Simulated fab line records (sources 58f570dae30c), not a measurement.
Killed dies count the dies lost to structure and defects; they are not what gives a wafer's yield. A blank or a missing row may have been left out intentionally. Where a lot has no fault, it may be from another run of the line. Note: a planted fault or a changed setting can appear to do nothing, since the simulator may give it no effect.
Chamber matching || flow berkeleyCmos170 || UCB170_M2_ETCH_17 on rieDiel-03 has 4 sister chambers
The step etches BARC in N2/H2. 8 wafers are shown with their chamber, then 7 later ones without.

== WAFERS PAIRED WITH THEIR CHAMBERS ==
{"wafer": "L435.2", "chamber": 2, "throttleValvePct (%)": 13.58, "drypumpMotorCurrentA (A)": 6.1}
{"wafer": "L435.5", "chamber": 3, "throttleValvePct (%)": 13.21, "drypumpMotorCurrentA (A)": 6.1}
{"wafer": "L437.3", "chamber": 2, "throttleValvePct (%)": 13.58, "drypumpMotorCurrentA (A)": 6.1}
{"wafer": "L441.4", "chamber": 1, "throttleValvePct (%)": 13.75, "drypumpMotorCurrentA (A)": 5.5}
{"wafer": "L441.5", "chamber": 3, "throttleValvePct (%)": 13.24, "drypumpMotorCurrentA (A)": 6.0}
{"wafer": "L441.6", "chamber": 0, "throttleValvePct (%)": 13.15, "drypumpMotorCurrentA (A)": 5.5}
{"wafer": "L448.1", "chamber": 1, "throttleValvePct (%)": 13.74, "drypumpMotorCurrentA (A)": 5.5}
{"wafer": "L448.3", "chamber": 0, "throttleValvePct (%)": 13.11, "drypumpMotorCurrentA (A)": 5.4}

== WAFERS MISSING THEIR CHAMBER ==
{"wafer": "L448.5", "throttleValvePct (%)": 13.22, "drypumpMotorCurrentA (A)": 6.1}
{"wafer": "L449.3", "throttleValvePct (%)": 13.14, "drypumpMotorCurrentA (A)": 5.4}
{"wafer": "L449.4", "throttleValvePct (%)": 13.76, "drypumpMotorCurrentA (A)": 5.5}
{"wafer": "L449.6", "throttleValvePct (%)": 13.76, "drypumpMotorCurrentA (A)": 5.5}
{"wafer": "L456.2", "throttleValvePct (%)": 13.75, "drypumpMotorCurrentA (A)": 5.5}
{"wafer": "L456.3", "throttleValvePct (%)": 13.60, "drypumpMotorCurrentA (A)": 6.1}
{"wafer": "L456.6", "throttleValvePct (%)": 13.59, "drypumpMotorCurrentA (A)": 6.1}

== WHICH CHAMBER EACH ONE RAN IN ==
{"wafer": "L448.5", "from the rows above": 3, "in truth": 3}
{"wafer": "L449.3", "from the rows above": 0, "in truth": 0}
{"wafer": "L449.4", "from the rows above": 1, "in truth": 1}
{"wafer": "L449.6", "from the rows above": 1, "in truth": 1}
{"wafer": "L456.2", "from the rows above": 1, "in truth": 1}
{"wafer": "L456.3", "from the rows above": 2, "in truth": 2}
{"wafer": "L456.6", "from the rows above": 2, "in truth": 2}
Correctly placed: 7 of 7. Left unplaced by these rows: 0. 0 placed wrongly.
How it was worked out, from the rows above alone: a wafer's distance from a chamber is the root of the sum, over the readings, of the square of ((its reading less the chamber's mean) divided by the reading's scatter). The wafer belongs to the nearest chamber; if the next one is less than 2 further off, it can't be placed. A chamber's mean is the mean of its shown wafers. How the scatter is found: for the shown wafers, subtract from each reading the mean of its chamber, square and add these, divide the total by (wafers less chambers), then take the root.
